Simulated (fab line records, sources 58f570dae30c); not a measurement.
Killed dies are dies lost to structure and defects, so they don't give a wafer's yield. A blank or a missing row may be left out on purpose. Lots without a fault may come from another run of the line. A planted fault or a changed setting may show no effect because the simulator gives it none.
Which tool did it? | flow berkeley_cmos170 | 7 lots, 21 wafers sampled, at 2 steps of a route of 331

WHAT THE GAUGES READ, wafer by wafer
UCB170_NLDD_TW_MEAS_11.
lot  | measured     | on            | NLDD_TW
L234 | day 7 07:54  | film_metro-02 | 2209 2192 2183
L235 | day 7 08:26  | film_metro-01 | 2215 2206 2215
L243 | day 9 05:03  | film_metro-02 | 2067 2068 2063 2056 2068 2058
L244 | day 9 11:11  | film_metro-03 | 2209 2208 2203
L247 | day 9 14:10  | film_metro-02 | 2194 2200 2190
L250 | day 10 10:23 | film_metro-03 | 2230 2226 2229
L253 | day 11 10:15 | film_metro-02 | 2212 2211 2210

WHICH TOOL RAN EACH LOT (tool, then ch and the chambers of the sampled wafers, then the start)
lot  | UCB170_NLDD_IMPLANT_08
L234 | implanter-01 ch 0, day 7 07:31
L235 | implanter-01 ch 0, day 7 08:02
L243 | implanter-02 ch 0, day 9 04:39
L244 | implanter-04 ch 0, day 9 10:47
L247 | implanter-04 ch 0, day 9 13:46
L250 | implanter-04 ch 0, day 10 10:01
L253 | implanter-02 ch 0, day 11 09:52
- UCB170_NLDD_IMPLANT_08

THE ANSWER, worked out from the rows above alone
Rule: what is usual is taken from the lots themselves. Put in order of their means at a reading, lots are off if they are a third of the lots or fewer, leave a main group of 4 or more, and stand apart from it by a gap of 3 or more times the standard deviation of the main group's means; of several such gaps the widest counts. A main group whose means are all the same, to the digits that the tables above print for the reading, isn't used. A lot without any number at a reading at which 4 lots or more have one is off too. The other lots that the step has rows for count as sound.
Off: L243, at UCB170_NLDD_TW_MEAS_11 (NLDD_TW). The main group: mean 2208, standard deviation 12.
A tool fits if, at a process step before that reading, it ran every lot that is off, and no sound lot after the first of them. The gauges at UCB170_NLDD_TW_MEAS_11 are tried like those tools. None of those tried fits.

WHAT THE SIMULATOR HAD PUT IN
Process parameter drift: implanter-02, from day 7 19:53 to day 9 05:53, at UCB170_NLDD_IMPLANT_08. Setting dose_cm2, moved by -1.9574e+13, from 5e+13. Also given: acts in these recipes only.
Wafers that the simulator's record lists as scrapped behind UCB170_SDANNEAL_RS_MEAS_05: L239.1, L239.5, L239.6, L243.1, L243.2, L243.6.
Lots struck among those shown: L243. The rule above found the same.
